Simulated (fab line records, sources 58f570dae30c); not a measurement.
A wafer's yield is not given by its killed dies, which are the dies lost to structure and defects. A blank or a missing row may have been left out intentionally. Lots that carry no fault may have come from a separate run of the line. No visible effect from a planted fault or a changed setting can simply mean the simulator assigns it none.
Split-lot study || flow berkeley_cmos170 || 23 wafers read across 5 lots, on a route 331 steps long

## ABOUT THE SPLIT
At UCB170_M3_SPUTTER_01 (material Al, target thk 900 nm, time 120 s), the setting power_w was moved away from the recipe's 6000 W on 7 of the 23 wafers read, by -4.5% to +11.8%. The other wafers ran this setting at the recipe's value.

## FROM THE SPLIT ON TO THE READING: in between, the file shows 1 step
- UCB170_M3_RS_MEAS_02: measures by four-point-probe

## THE READING
M3_AL_THK, in nm, at UCB170_M3_THK_MEAS_03 (measures by xrf). Typical for fault-free wafers on this fab line: 898 nm, with standard deviation 12 nm.

{"wafer": "L077.1", "tool, chamber at the split": "pvd_sputter-02, -", "power_w as run, W": 6000, "against the recipe": "recipe", "M3_AL_THK, nm": 897, "against lot-mates on the recipe": "-"}
{"wafer": "L077.2", "tool, chamber at the split": "pvd_sputter-02, -", "power_w as run, W": 6437, "against the recipe": "+7.3%", "M3_AL_THK, nm": 947, "against lot-mates on the recipe": "+51"}
{"wafer": "L077.3", "tool, chamber at the split": "pvd_sputter-02, -", "power_w as run, W": 6437, "against the recipe": "+7.3%", "M3_AL_THK, nm": 967, "against lot-mates on the recipe": "+71"}
{"wafer": "L077.4", "tool, chamber at the split": "pvd_sputter-02, -", "power_w as run, W": 6000, "against the recipe": "recipe", "M3_AL_THK, nm": 901, "against lot-mates on the recipe": "-"}
{"wafer": "L077.6", "tool, chamber at the split": "pvd_sputter-02, -", "power_w as run, W": 6000, "against the recipe": "recipe", "M3_AL_THK, nm": 890, "against lot-mates on the recipe": "-"}
{"wafer": "L075.1", "tool, chamber at the split": "pvd_sputter-02, -", "power_w as run, W": 6000, "against the recipe": "recipe", "M3_AL_THK, nm": 899, "against lot-mates on the recipe": "-"}
{"wafer": "L075.2", "tool, chamber at the split": "pvd_sputter-02, -", "power_w as run, W": 6000, "against the recipe": "recipe", "M3_AL_THK, nm": 882, "against lot-mates on the recipe": "-"}
{"wafer": "L075.3", "tool, chamber at the split": "pvd_sputter-02, -", "power_w as run, W": 6000, "against the recipe": "recipe", "M3_AL_THK, nm": 897, "against lot-mates on the recipe": "-"}
{"wafer": "L075.5", "tool, chamber at the split": "pvd_sputter-02, -", "power_w as run, W": 6000, "against the recipe": "recipe", "M3_AL_THK, nm": 901, "against lot-mates on the recipe": "-"}
{"wafer": "L075.6", "tool, chamber at the split": "pvd_sputter-02, -", "power_w as run, W": 6000, "against the recipe": "recipe", "M3_AL_THK, nm": 910, "against lot-mates on the recipe": "-"}
{"wafer": "L079.1", "tool, chamber at the split": "pvd_sputter-04, -", "power_w as run, W": 6000, "against the recipe": "recipe", "M3_AL_THK, nm": 876, "against lot-mates on the recipe": "-"}
{"wafer": "L079.2", "tool, chamber at the split": "pvd_sputter-04, -", "power_w as run, W": 6000, "against the recipe": "recipe", "M3_AL_THK, nm": 883, "against lot-mates on the recipe": "-"}
{"wafer": "L079.5", "tool, chamber at the split": "pvd_sputter-04, -", "power_w as run, W": 6000, "against the recipe": "recipe", "M3_AL_THK, nm": 877, "against lot-mates on the recipe": "-"}
{"wafer": "L085.1", "tool, chamber at the split": "pvd_sputter-01, -", "power_w as run, W": 5728, "against the recipe": "-4.5%", "M3_AL_THK, nm": 851, "against lot-mates on the recipe": -56}
{"wafer": "L085.2", "tool, chamber at the split": "pvd_sputter-01, -", "power_w as run, W": 6000, "against the recipe": "recipe", "M3_AL_THK, nm": 903, "against lot-mates on the recipe": "-"}
{"wafer": "L085.3", "tool, chamber at the split": "pvd_sputter-01, -", "power_w as run, W": 5728, "against the recipe": "-4.5%", "M3_AL_THK, nm": 866, "against lot-mates on the recipe": -41}
{"wafer": "L085.4", "tool, chamber at the split": "pvd_sputter-01, -", "power_w as run, W": 6000, "against the recipe": "recipe", "M3_AL_THK, nm": 911, "against lot-mates on the recipe": "-"}
{"wafer": "L085.6", "tool, chamber at the split": "pvd_sputter-01, -", "power_w as run, W": 5728, "against the recipe": "-4.5%", "M3_AL_THK, nm": 864, "against lot-mates on the recipe": -43}
{"wafer": "L084.1", "tool, chamber at the split": "pvd_sputter-04, -", "power_w as run, W": 6000, "against the recipe": "recipe", "M3_AL_THK, nm": 928, "against lot-mates on the recipe": "-"}
{"wafer": "L084.2", "tool, chamber at the split": "pvd_sputter-04, -", "power_w as run, W": 6000, "against the recipe": "recipe", "M3_AL_THK, nm": 899, "against lot-mates on the recipe": "-"}
{"wafer": "L084.3", "tool, chamber at the split": "pvd_sputter-04, -", "power_w as run, W": 6709, "against the recipe": "+11.8%", "M3_AL_THK, nm": 1006, "against lot-mates on the recipe": "+95"}
{"wafer": "L084.5", "tool, chamber at the split": "pvd_sputter-04, -", "power_w as run, W": 6709, "against the recipe": "+11.8%", "M3_AL_THK, nm": 1009, "against lot-mates on the recipe": "+98"}
{"wafer": "L084.6", "tool, chamber at the split": "pvd_sputter-04, -", "power_w as run, W": 6000, "against the recipe": "recipe", "M3_AL_THK, nm": 905, "against lot-mates on the recipe": "-"}

FIT RESULTS
A straight line over all 23 wafers: M3_AL_THK changes by +8.87 nm for each +1% of power_w; r = +0.95; the points scatter about the line by 12 nm.
The same after taking each lot's own level away (the mean of its wafers on the recipe; 23 wafers): +8.61 nm for each +1%; r = +0.98; scatter 8.5 nm.
According to that fit, moving power_w by its largest amount changes the reading by 1e+02 nm.
Across the lots, their own levels run from 878.7 to 910.7 nm, a range of 2.7 times the standard deviation given above.
So the lot-to-lot level changes the slope little: the two slopes agree.
Check: for one of the wafers moved furthest among these (+11.8%), held out of the fit, the line's prediction against its lot-mates is +102 nm. It came out at +95.3 nm against them.

## FURTHER SPLITS ON THESE WAFERS
Other splits were also applied to these wafers ahead of the reading. Each is held against what the fit with the lots' levels taken away leaves over:
{"other split on the same wafers": "UCB170_PSD_EXPOSE_03 dose_mj", "wafers away from the commonest value": 7, "r with M3_AL_THK (lot level and that fit taken away)": -0.07}
{"other split on the same wafers": "UCB170_NSD_EXPOSE_03 dose_mj", "wafers away from the commonest value": 9, "r with M3_AL_THK (lot level and that fit taken away)": -0.07}
{"other split on the same wafers": "UCB170_SILICIDE_SPUTTER_01 time_s", "wafers away from the commonest value": 5, "r with M3_AL_THK (lot level and that fit taken away)": -0.13}
{"other split on the same wafers": "UCB170_M1_COAT_04 spin_rpm", "wafers away from the commonest value": 8, "r with M3_AL_THK (lot level and that fit taken away)": "+0.17"}
{"other split on the same wafers": "UCB170_V1_EXPOSE_09 dose_mj", "wafers away from the commonest value": 6, "r with M3_AL_THK (lot level and that fit taken away)": "+0.03"}
{"other split on the same wafers": "UCB170_V1_ETCH_14 rf_w", "wafers away from the commonest value": 9, "r with M3_AL_THK (lot level and that fit taken away)": "+0.36"}
{"other split on the same wafers": "UCB170_M2_EXPOSE_12 dose_mj", "wafers away from the commonest value": 8, "r with M3_AL_THK (lot level and that fit taken away)": -0.03}

## THE WHOLE CHAIN: every reading that the file lists as answering this split, in the file's order
{"step": "UCB170_M3_SPUTTER_01", "what it does": "material Al, target thk 900 nm, time 120 s", "reading": "Al_of_M3_SPUTTER_01.thk_nm (the simulator's own value, which no gauge read)", "change (the file's fit)": "+8.61 nm for each +1% of the setting", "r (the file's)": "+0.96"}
{"step": "UCB170_M3_RS_MEAS_02", "what it does": "measures by four-point-probe", "reading": "M3_AL_RS", "change (the file's fit)": "-0.000287 for each +1% of the setting", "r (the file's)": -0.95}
{"step": "UCB170_M3_THK_MEAS_03", "what it does": "measures by xrf", "reading": "M3_AL_THK", "change (the file's fit)": "+8.42 for each +1% of the setting", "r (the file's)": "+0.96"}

## FILE'S OWN FIT
M3_AL_THK changes by +8.42 nm for each +1% of power_w, r = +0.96.
